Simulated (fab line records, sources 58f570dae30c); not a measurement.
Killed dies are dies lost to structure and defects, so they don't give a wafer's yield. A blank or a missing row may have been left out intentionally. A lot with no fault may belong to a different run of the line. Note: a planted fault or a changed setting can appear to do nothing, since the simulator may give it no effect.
What tool caused it? | flow berkeleyCmos170 | 39 wafers from 13 lots sampled at 4 of the route's 331 steps

WHAT EACH GAUGE READ, for each wafer
UCB170_SDANNEAL_RS_MEAS_02: uses a four-point probe to measure.
lot  | measured     | on           | PSD_RS (ohm/sq)
L584 | day 6 18:47  | filmMetro-03 | 75.69 75.84 75.55
L583 | day 6 19:29  | filmMetro-04 | 75.27 75.43 75.09
L585 | day 6 19:41  | filmMetro-03 | 76.28 76.11 76.17
L586 | day 7 07:19  | filmMetro-04 | 75.62 76.06 75.80
L587 | day 7 07:31  | filmMetro-03 | 75.46 75.23 75.82
L591 | day 8 13:53  | filmMetro-02 | 104.97 104.91 104.95
L593 | day 8 15:20  | filmMetro-03 | 104.26 104.81 104.65
L597 | day 9 13:32  | filmMetro-03 | 76.30 75.83 75.86
L599 | day 9 18:58  | filmMetro-04 | 75.35 75.61 75.26
L598 | day 9 19:28  | filmMetro-04 | 75.68 76.01 76.01
L601 | day 10 05:54 | filmMetro-02 | 75.54 75.35 75.56
L605 | day 11 04:53 | filmMetro-03 | 75.84 75.62 75.61
L604 | day 11 05:29 | filmMetro-03 | 75.24 75.51 75.50

UCB170_SDANNEAL_RS_MEAS_03: uses a four-point probe to measure.
lot  | measured     | on           | NSD_RS (ohm/sq)
L584 | day 6 18:54  | filmMetro-03 | 37.27 37.29 37.36
L583 | day 6 19:37  | filmMetro-04 | 37.24 37.40 37.30
L585 | day 6 19:48  | filmMetro-03 | 37.19 37.22 37.19
L586 | day 7 07:26  | filmMetro-04 | 37.30 37.23 37.33
L587 | day 7 07:38  | filmMetro-03 | 37.38 37.51 37.37
L591 | day 8 14:00  | filmMetro-02 | 40.63 40.64 40.64
L593 | day 8 15:28  | filmMetro-03 | 40.69 40.60 40.58
L597 | day 9 13:39  | filmMetro-03 | 37.29 37.36 37.23
L599 | day 9 19:05  | filmMetro-04 | 37.36 37.42 37.36
L598 | day 9 19:35  | filmMetro-04 | 37.26 37.27 37.16
L601 | day 10 06:01 | filmMetro-02 | 37.20 37.17 37.13
L605 | day 11 05:00 | filmMetro-03 | 37.11 37.20 37.20
L604 | day 11 05:36 | filmMetro-03 | 37.37 37.40 37.19

UCB170_SDANNEAL_RS_MEAS_04: uses a four-point probe to measure.
lot  | measured     | on           | PLDD_RS (ohm/sq)
L584 | day 6 19:01  | filmMetro-03 | 1032.5 1031.7 1033.1
L583 | day 6 19:44  | filmMetro-04 | 1033.9 1031.6 1031.5
L585 | day 6 19:55  | filmMetro-03 | 1031.4 1031.0 1032.8
L586 | day 7 07:33  | filmMetro-04 | 1031.5 1029.7 1029.4
L587 | day 7 07:45  | filmMetro-03 | 1036.6 1036.1 1036.5
L591 | day 8 14:07  | filmMetro-02 | 1047.3 1046.9 1047.0
L593 | day 8 15:35  | filmMetro-03 | 1050.4 1054.7 1049.7
L597 | day 9 13:46  | filmMetro-03 | 1038.4 1034.1 1032.6
L599 | day 9 19:12  | filmMetro-04 | 1028.7 1030.9 1029.5
L598 | day 9 19:43  | filmMetro-04 | 1030.8 1031.7 1030.8
L601 | day 10 06:08 | filmMetro-02 | 1028.6 1030.9 1030.2
L605 | day 11 05:07 | filmMetro-03 | 1030.2 1031.6 1032.3
L604 | day 11 05:43 | filmMetro-03 | 1034.3 1033.4 1033.5

WHICH TOOL RAN EACH LOT (tool, then ch and the chambers of the sampled wafers, then the start)
lot  | UCB170_SDANNEAL_RTA_01
L584 | rtpAnneal-01 ch 0, day 6 18:43
L583 | rtpAnneal-02 ch 0, day 6 19:25
L585 | rtpAnneal-02 ch 0, day 6 19:36
L586 | rtpAnneal-02 ch 0, day 7 07:15
L587 | rtpAnneal-01 ch 0, day 7 07:26
L591 | rtpAnneal-01 ch 0, day 8 13:48
L593 | rtpAnneal-01 ch 0, day 8 15:16
L597 | rtpAnneal-02 ch 0, day 9 13:28
L599 | rtpAnneal-02 ch 0, day 9 18:53
L598 | rtpAnneal-02 ch 0, day 9 19:25
L601 | rtpAnneal-02 ch 0, day 10 05:50
L605 | rtpAnneal-02 ch 0, day 11 04:49
L604 | rtpAnneal-02 ch 0, day 11 05:25
- UCB170_SDANNEAL_RTA_01: time 5 s.

WHAT THE TOOLS THEMSELVES READ (means of the sampled wafers that have a number; where no wafer has one, the mark that the record gives instead)
UCB170_SDANNEAL_RTA_01.
lot  | tool         | lampPowerPct (%) | wafer_temp_C_max
L584 | rtpAnneal-01 | 42.1             | 1056.3
L583 | rtpAnneal-02 | 40.5             | 1052.1
L585 | rtpAnneal-02 | 40.4             | 1053.1
L586 | rtpAnneal-02 | 40.5             | 1053.3
L587 | rtpAnneal-01 | 42.1             | 1056.8
L591 | rtpAnneal-01 | 42.1             | 1055.3
L593 | rtpAnneal-01 | 42.1             | 1055.6
L597 | rtpAnneal-02 | 40.4             | 1052.6
L599 | rtpAnneal-02 | 40.4             | 1053.6
L598 | rtpAnneal-02 | 40.5             | 1052.9
L601 | rtpAnneal-02 | 40.4             | 1052.6
L605 | rtpAnneal-02 | 40.5             | 1053.6
L604 | rtpAnneal-02 | 40.5             | 1053.1

THE ANSWER, worked out from the rows above alone
Rule: the lots themselves supply what counts as usual. Put in order of their means at a reading, lots are off if they are a third of the lots or fewer, leave a main group of 4 or more, and stand apart from it by a gap of 3 or more times the standard deviation of the main group's means; of several such gaps the widest counts. Not used: any main group whose means are identical at the precision the tables above print for the reading. Also off: a lot with no number at a reading for which 4 or more lots have one. The other lots that the step has rows for count as sound. Order of review: gauges by route order, followed by the tools' own readings, for which a lot's mean as printed above is used. At the first step where some lot is off, the reading lying furthest off is the one used; lots without a number count as furthest.
Off: L591, L593, at UCB170_SDANNEAL_RS_MEAS_02 (PSD_RS). The main group: mean 75.67 ohm/sq, standard deviation 0.27.
A tool fits if, at a process step before that reading, it ran every lot that is off, and no sound lot after the first of them. Not tried: the gauges at UCB170_SDANNEAL_RS_MEAS_02; whatever is off there is also off at UCB170_SDANNEAL_RTA_01, on other tools, and gauge error can't account for it. One fits: rtpAnneal-01 at UCB170_SDANNEAL_RTA_01. Its last sound lot is L587 (day 7 07:26), its first lot that is off L591 (day 8 13:48): a fault that began between those two fits.

WHAT HAD BEEN PUT IN BY THE SIMULATOR
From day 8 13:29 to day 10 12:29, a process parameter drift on rtpAnneal-01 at UCB170_SDANNEAL_RTA_01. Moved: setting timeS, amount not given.
Lots struck among those shown: L591, L593. The rule above reached the same finding.
